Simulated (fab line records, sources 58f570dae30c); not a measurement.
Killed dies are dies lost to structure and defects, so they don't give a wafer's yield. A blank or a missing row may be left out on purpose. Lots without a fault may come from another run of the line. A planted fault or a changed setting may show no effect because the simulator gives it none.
Chamber matching | flow berkeley_cmos170 | UCB170_ACTIVE_ETCH_15 on rie_diel-03: 4 sister chambers
The step etches Si3N4 in CH3F/Ar/O2, stops on SiO2, target depth 242 nm, time 151 s. 14 wafers are shown with their chamber, then 7 later ones without.

WAFERS WITH THEIR CHAMBER
wafer  | chamber | drypump_motor_current_A (A) | throttle_valve_pct (%) | oes_product_au (a.u.)
L828.3 | 2       | 6.6                         | 8.30                   | 0.949
L828.4 | 3       | 5.5                         | 8.12                   | 0.935
L828.5 | 1       | 5.6                         | 8.08                   | 0.899
L831.2 | 3       | 5.6                         | 8.11                   | 0.943
L831.4 | 1       | 5.6                         | 8.07                   | 0.917
L831.6 | 0       | 6.1                         | 8.15                   | 0.935
L833.2 | 2       | 6.6                         | 8.31                   | 0.945
L833.3 | 3       | 5.6                         | 8.13                   | 0.962
L833.6 | 2       | 6.6                         | 8.32                   | 0.951
L834.1 | 3       | 5.6                         | 8.11                   | 0.948
L834.3 | 0       | 6.0                         | 8.15                   | 0.939
L834.4 | 1       | 5.6                         | 8.07                   | 0.915
L837.3 | 1       | 5.6                         | 8.06                   | 0.912
L837.5 | 3       | 5.6                         | 8.11                   | 0.936

SIGNATURES (means of the wafers above)
reading                 | chamber 0 | chamber 1 | chamber 2 | chamber 3 | scatter within a chamber
drypump_motor_current_A | 6.050     | 5.600     | 6.600     | 5.580     | 0.0361
throttle_valve_pct      | 8.1500    | 8.0700    | 8.3100    | 8.1160    | 0.00849
oes_product_au          | 0.93700   | 0.91075   | 0.94833   | 0.94480   | 0.0084
Rule: a wafer's distance from a chamber is the root of the sum, over the readings, of the square of ((its reading less the chamber's mean) divided by the reading's scatter). The wafer belongs to the nearest chamber; if the next one is less than 2 further off, it can't be placed. The scatter: the root of (the sum of the squares of (reading less its chamber's mean) over the shown wafers, divided by (wafers less chambers)).

WAFERS WITHOUT THEIR CHAMBER
wafer  | drypump_motor_current_A (A) | throttle_valve_pct (%) | oes_product_au (a.u.)
L837.6 | 6.0                         | 8.17                   | 0.936
L838.1 | 5.5                         | 8.12                   | 0.968
L838.5 | 6.6                         | 8.32                   | 1.007
L838.6 | 5.6                         | 8.08                   | 0.962
L841.4 | 6.6                         | 8.30                   | 0.951
L841.5 | 5.6                         | 8.12                   | 0.951
L841.6 | 6.6                         | 8.31                   | 0.945

WHICH CHAMBER EACH WENT THROUGH
wafer  | from the rows above     | in truth
L837.6 | 0                       | 0
L838.1 | 3                       | 3
L838.5 | 2                       | 2
L838.6 | can't be placed: 3 or 1 | 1
L841.4 | 2                       | 2
L841.5 | 3                       | 3
L841.6 | 2                       | 2
Placed correctly: 6 of 7. Can't be placed from these rows: 1 (the true chamber is among the candidates in 1). Placed wrongly: 0.
